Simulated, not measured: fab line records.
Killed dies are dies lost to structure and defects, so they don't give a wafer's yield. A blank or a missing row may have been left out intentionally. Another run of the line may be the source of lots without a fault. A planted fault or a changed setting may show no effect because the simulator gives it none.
Tool commonality check | flow rit cmos | 14 lots, 42 wafers sampled

REASON IT WAS OPENED
2 of 14 lots carry a flag on the reading PWELL_RS at RIT_WELLDRIVE_RS_MEAS_02. Wafers without a fault read 426.3 ohm/sq, standard deviation 1.2.
Rule: a lot is flagged when every wafer of it that has a number lies more than 4 standard deviations from that mean, or none has a number. The rest of the lots are taken to be sound.

lot  | measured    | on            | PWELL_RS (ohm/sq), wafer by wafer | flag
L584 | day 2 05:32 | film metro-04 | 426.3 425.1 426.9                 |
L585 | day 2 11:41 | film metro-03 | 424.9 425.6 425.4                 |
L587 | day 2 21:16 | film metro-03 | 425.4 426.3 424.8                 |
L588 | day 3 02:22 | film metro-03 | 427.6 426.2 426.6                 |
L590 | day 3 13:32 | film metro-03 | 425.3 425.5 425.7                 |
L591 | day 3 20:31 | film metro-04 | 428.0 427.6 428.0                 |
L593 | day 4 02:50 | film metro-03 | 425.3 426.0 425.8                 |
L594 | day 4 09:12 | film metro-03 | 424.1 424.3 423.8                 |
L596 | day 4 18:55 | film metro-02 | 426.3 425.3 427.1                 |
L602 | day 5 22:47 | film metro-02 | 459.2 458.8 458.6                 | FLAGGED
L604 | day 6 13:11 | film metro-02 | 458.9 459.6 461.0                 | FLAGGED
L605 | day 6 15:12 | film metro-03 | 424.7 425.7 426.6                 |
L606 | day 6 19:22 | film metro-02 | 427.3 428.0 425.9                 |
L607 | day 7 02:46 | film metro-03 | 424.0 423.1 424.8                 |
The numbers of the flagged lots are 459.4 ohm/sq on average: +33.1 ohm/sq against the usual, or +28 standard deviations.

WHICH TOOL RAN EACH LOT
The record keeps 1 process step preceding the reading, out of 202 steps on the route. Each cell gives the tool, then ch followed by the chambers the sampled wafers passed through, then the start.
lot  | flag    | RIT_PWELL_IMPLANT_08
L584 |         | implanter-04 ch 0, day 1 23:44
L585 |         | implanter-04 ch 0, day 2 04:34
L587 |         | implanter-04 ch 0, day 2 14:43
L588 |         | implanter-03 ch 0, day 2 19:59
L590 |         | implanter-03 ch 0, day 3 06:33
L591 |         | implanter-01 ch 0, day 3 14:55
L593 |         | implanter-04 ch 0, day 3 20:51
L594 |         | implanter-01 ch 0, day 4 02:07
L596 |         | implanter-03 ch 0, day 4 12:25
L602 | FLAGGED | implanter-04 ch 0, day 5 17:06
L604 | FLAGGED | implanter-04 ch 0, day 6 06:24
L605 |         | implanter-03 ch 0, day 6 09:37
L606 |         | implanter-03 ch 0, day 6 13:20
L607 |         | implanter-03 ch 0, day 6 20:53
What the steps here do:
- RIT_PWELL_IMPLANT_08
- RIT_WELLDRIVE_RS_MEAS_02: measures by four-point-probe.

FLAGGED AGAINST TOTAL, ONE TOOL AT A TIME (gauges that did the reading follow at the end)
step                     | tool          | lots run | flagged | share of the flagged lots | sound lots run after its first flagged lot
RIT_PWELL_IMPLANT_08     | implanter-01  | 2        | 0       | none                      | -
RIT_PWELL_IMPLANT_08     | implanter-03  | 6        | 0       | none                      | -
RIT_PWELL_IMPLANT_08     | implanter-04  | 6        | 2       | all                       | 0
RIT_WELLDRIVE_RS_MEAS_02 | film metro-02 | 4        | 2       | all                       | 1 (L606)
RIT_WELLDRIVE_RS_MEAS_02 | film metro-03 | 8        | 0       | none                      | -
RIT_WELLDRIVE_RS_MEAS_02 | film metro-04 | 2        | 0       | none                      | -

WHAT THE TABLE ALLOWS
Table rows that saw every flagged lot: 2, namely implanter-04 at RIT_PWELL_IMPLANT_08 and film metro-02 at RIT_WELLDRIVE_RS_MEAS_02.
- implanter-04 at RIT_PWELL_IMPLANT_08: 2 of its 6 lots flagged. Last sound lot L593 at day 3 20:51, first flagged lot L602 at day 5 17:06; a fault beginning in between fits.
- film metro-02 at RIT_WELLDRIVE_RS_MEAS_02: 2 of its 4 lots flagged. Sound lots ran on it after the first flagged one (L606), which a lasting fault on the whole tool wouldn't allow.
What remains is a single tool, implanter-04 at RIT_PWELL_IMPLANT_08.

WHAT HAD BEEN PUT IN BY THE SIMULATOR
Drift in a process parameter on implanter-04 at RIT_PWELL_IMPLANT_08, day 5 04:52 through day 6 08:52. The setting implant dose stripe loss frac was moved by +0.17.
Lots struck among those shown: L602, L604. Same finding as the rule above.
